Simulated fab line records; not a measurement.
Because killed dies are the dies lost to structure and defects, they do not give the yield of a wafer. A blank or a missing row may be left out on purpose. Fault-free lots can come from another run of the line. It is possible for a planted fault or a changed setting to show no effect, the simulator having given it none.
What tool caused it? + flow berkeley-cmos170 + Sampling: 7 lots, 21 wafers, 2 of 331 route steps

WHAT THE GAUGES READ, wafer by wafer
UCB170_PLDD_CD_MEAS_06: the cd target is 1200 nm.
| lot  | measured     | on        | cd-nm (nm)           |
|------|--------------|-----------|----------------------|
| L887 | day 7 16:51  | cd-sem-01 | 1200.1 1198.8 1199.7 |
| L888 | day 8 01:52  | cd-sem-01 | 1200.3 1200.0 1200.2 |
| L890 | day 8 12:14  | cd-sem-01 | 1201.2 1201.6 1200.9 |
| L894 | day 9 06:07  | cd-sem-01 | 1199.1 1199.5 1200.2 |
| L900 | day 10 04:41 | cd-sem-01 | 1199.0 1198.5 1199.4 |
| L901 | day 10 17:42 | cd-sem-02 | 1199.3 1201.0 1199.5 |
| L904 | day 11 17:51 | cd-sem-02 | 1199.5 1199.7 1199.1 |

EACH LOT AND THE TOOL THAT RAN IT (in order: tool; ch and the chambers of the sampled wafers; start)
| lot  | UCB170_PLDD_PEB_04                |
|------|-----------------------------------|
| L887 | litho-track-04 ch 0, day 7 16:35  |
| L888 | litho-track-03 ch 0, day 8 01:35  |
| L890 | litho-track-02 ch 0, day 8 11:59  |
| L894 | litho-track-03 ch 0, day 9 05:51  |
| L900 | litho-track-04 ch 0, day 10 04:25 |
| L901 | litho-track-04 ch 0, day 10 17:26 |
| L904 | litho-track-03 ch 0, day 11 17:00 |
- UCB170_PLDD_PEB_04

THE ANSWER, worked out from the rows above alone
Rule: the lots themselves supply what counts as usual. Put in order of their means at a reading, lots are off if they are a third of the lots or fewer, leave a main group of 4 or more, and stand apart from it by a gap of 3 or more times the standard deviation of the main group's means; of several such gaps the widest counts. Not used: any main group whose means are identical at the precision the tables above print for the reading. Also off: a lot with no number at a reading for which 4 or more lots have one. The other lots that the step has rows for count as sound.
No lot is off on any of the readings shown, so nothing can be concluded from this.

WHAT THE SIMULATOR HAD INSERTED
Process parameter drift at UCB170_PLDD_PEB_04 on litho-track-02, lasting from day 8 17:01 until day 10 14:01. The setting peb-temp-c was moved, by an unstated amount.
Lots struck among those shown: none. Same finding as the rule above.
